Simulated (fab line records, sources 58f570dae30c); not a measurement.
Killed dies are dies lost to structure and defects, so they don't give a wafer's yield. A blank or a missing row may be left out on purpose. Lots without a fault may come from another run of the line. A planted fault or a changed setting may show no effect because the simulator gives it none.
Split-lot experiment | flow berkeley_cmos170 | 5 lots, 23 wafers read, on a route of 331 steps

THE SPLIT
At UCB170_SPACER_CVD_00 (deposits SiO2 from TEOS/O2, target thk 376 nm, time 47 s), the setting time_s was moved away from the recipe's 47 s on 8 of the 23 wafers read, by -14.3% to -4.3%. The other wafers ran this setting at the recipe's value.

FROM THE SPLIT TO THE READING: what the file shows between them, 2 steps
- UCB170_SPACER_THK_MEAS_01
- UCB170_SPACER_ANNEAL_02: time 1800 s

THE READING
oes_product_au, in a.u., at UCB170_SPACER_ETCHBACK_03 (etches SiO2 in CHF3/CF4/Ar, stops on Si, target depth 376 nm, time 100 s). Fault-free wafers of this fab line usually give 0.902 a.u., standard deviation 0.015 a.u..

wafer  | tool, chamber at the split | time_s as run, s | against the recipe | oes_product_au, a.u. | against lot-mates on the recipe
L074.1 | pecvd-01, 1                | 47               | recipe             | 0.910                | -
L074.2 | pecvd-01, 0                | 44.98            | -4.3%              | 0.906                | -0.018
L074.4 | pecvd-01, 2                | 44.98            | -4.3%              | 0.876                | -0.048
L074.5 | pecvd-01, 0                | 47               | recipe             | 0.938                | -
L074.6 | pecvd-01, 1                | 44.98            | -4.3%              | 0.875                | -0.049
L075.1 | pecvd-04, 0                | 47               | recipe             | 0.908                | -
L075.2 | pecvd-04, 1                | 47               | recipe             | 0.886                | -
L075.3 | pecvd-04, 2                | 47               | recipe             | 0.861                | -
L080.1 | pecvd-04, 2                | 47               | recipe             | 0.897                | -
L080.2 | pecvd-04, 1                | 47               | recipe             | 0.876                | -
L080.3 | pecvd-04, 0                | 43.13            | -8.2%              | 0.842                | -0.045
L080.4 | pecvd-04, 0                | 43.13            | -8.2%              | 0.837                | -0.050
L080.5 | pecvd-04, 1                | 43.13            | -8.2%              | 0.841                | -0.046
L081.1 | pecvd-03, 2                | 40.3             | -14.3%             | 0.789                | -0.126
L081.2 | pecvd-03, 0                | 47               | recipe             | 0.937                | -
L081.4 | pecvd-03, 1                | 40.3             | -14.3%             | 0.808                | -0.107
L081.5 | pecvd-03, 0                | 47               | recipe             | 0.909                | -
L081.6 | pecvd-03, 2                | 47               | recipe             | 0.899                | -
L082.1 | pecvd-01, 0                | 47               | recipe             | 0.895                | -
L082.2 | pecvd-01, 1                | 47               | recipe             | 0.886                | -
L082.3 | pecvd-01, 2                | 47               | recipe             | 0.887                | -
L082.4 | pecvd-01, 2                | 47               | recipe             | 0.930                | -
L082.6 | pecvd-01, 1                | 47               | recipe             | 0.936                | -

THE FIT
A straight line over all 23 wafers: oes_product_au changes by +0.00735 a.u. for each +1% of time_s; r = +0.86; the points scatter about the line by 0.021 a.u..
The same after taking each lot's own level away (the mean of its wafers on the recipe; 23 wafers): +0.0075 a.u. for each +1%; r = +0.89; scatter 0.018 a.u..
On that fit, the largest move of time_s shifts the reading by 0.11 a.u..
The lots' own levels span 0.8850 to 0.9240 a.u., that is 2.6 times the standard deviation above.
So the lot-to-lot level changes the slope little: the two slopes agree.
Check: with one of the wafers moved furthest among these (-14.3%) left out of the fit, the line predicts -0.0975 a.u. for it against its lot-mates. It came out at -0.126 a.u. against them.

THE WHOLE CHAIN: every reading that the file lists as answering this split, in the file's order
step                      | what it does                                                             | reading                                                                       | change (the file's fit)                   | r (the file's)
UCB170_SPACER_CVD_00      | deposits SiO2 from TEOS/O2, target thk 376 nm, time 47 s                 | SiO2_of_SPACER_CVD_00.thk_nm (the simulator's own value, which no gauge read) | +3.83 nm for each +1% of the setting      | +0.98
UCB170_SPACER_THK_MEAS_01 |                                                                          | SPACER_TEOS_THK                                                               | +3.83 for each +1% of the setting         | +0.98
UCB170_SPACER_ETCHBACK_03 | etches SiO2 in CHF3/CF4/Ar, stops on Si, target depth 376 nm, time 100 s | oes_product_au                                                                | +0.00761 a.u. for each +1% of the setting | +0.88

THE FILE'S OWN FIT
oes_product_au changes by +0.00761 a.u. for each +1% of time_s, r = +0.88.
